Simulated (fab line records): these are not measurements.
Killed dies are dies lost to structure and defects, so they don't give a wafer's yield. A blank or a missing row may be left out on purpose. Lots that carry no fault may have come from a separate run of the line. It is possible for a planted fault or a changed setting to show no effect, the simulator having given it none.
A struck lot beside a sound one ; flow berkeley_cmos170 ; 14 out of 331 route steps
Sound: wafers L832.3, L832.4, L832.5. Struck: wafers L841.1, L841.2, L841.5. At the end, the cause is stated.
For every step that has rows: the tool of each side, followed by ch and its chambers, followed by its first start. Under that, the readings that differ: sound wafers ; struck wafers ; difference of the means ; sigmas: that difference in standard deviations of wafers without a fault.
alike: readings with means less than 2 such deviations apart, plus words and numbers identical on both sides. not compared: withheld readings, readings lacking a value on some wafer, bounds such as >300 that could conceal the same value, and numbers that have no deviation in the record and whose values overlap.
Wherever a step has rows on one side only, a row that says differs or no value, or a row with sigmas, the two part there. Numbers that don't overlap but have no deviation are shown without sigmas and don't part them. Lack of a reading on every wafer of one side parts them only where that side has two or more wafers.

first, 2 steps without rows for these wafers: UCB170_ACTIVE_PEB_11; UCB170_ACTIVE_DEVELOP_12 (develop time 45 s).
UCB170_ACTIVE_CD_MEAS_13: the cd target is 1200 nm.
  struck on cd_sem-02, day 6 16:46; sound on cd_sem-02, day 5 06:22
  alike: cd_nm
UCB170_ACTIVE_OVL_MEAS_14:
  struck on overlay-01, day 6 16:53; sound on overlay-02, day 5 06:28
  alike: ACTIVE_OVL
UCB170_ACTIVE_ETCH_15: etches Si3N4 in CH3F/Ar/O2, stops on SiO2, target depth 242 nm, time 151 s.
  sound on rie_diel-04 ch 0,2,3, day 5 06:29; struck on rie_diel-04 ch 1,2, day 6 16:56
  alike: drypump_motor_current_A, oes_product_au, throttle_valve_pct
  not compared: rf_hours_counter_h
UCB170_ACTIVE_STRIP_16: strips in O2.
  sound on plasma_asher-04 ch 0,1, day 5 06:37; struck on plasma_asher-03 ch 0,1, day 6 17:02
  alike: drypump_motor_current_A, oes_product_au, strip_time_to_endpoint_s
  not compared: rf_hours_counter_h
UCB170_ACTIVE_CD_MEAS_90: the cd target is 1200 nm.
  struck on cd_sem-01, day 6 17:08; sound on cd_sem-01, day 5 06:44
  alike: cd_nm
then, 5 steps without rows for these wafers: UCB170_ACTIVE_CLEAN_17 (cleans in SPM, time 600 s); UCB170_PFIELD_HMDS_00 (prime time 60 s); UCB170_PFIELD_COAT_01 (resist thk 900 nm); UCB170_PFIELD_SOFTBAKE_02 (time 60 s); UCB170_PFIELD_EXPOSE_03 (exposes mask PFIELD, target cd 1500 nm).
UCB170_PFIELD_PEB_04:
  sound on litho_track-02 ch 0, day 5 08:11; struck on litho_track-02, day 6 19:08
  no value came back on the struck wafers for chill_plate_temp_C (C), exhaust_pa (Pa); on the sound wafers chill_plate_temp_C (C) reads 22.93 22.94 22.87
then, 1 step without rows for these wafers: UCB170_PFIELD_DEVELOP_05 (develop time 45 s).

## WHERE THEY PART
UCB170_PFIELD_PEB_04 only, going by this record.

WHY: the cause the simulator had injected
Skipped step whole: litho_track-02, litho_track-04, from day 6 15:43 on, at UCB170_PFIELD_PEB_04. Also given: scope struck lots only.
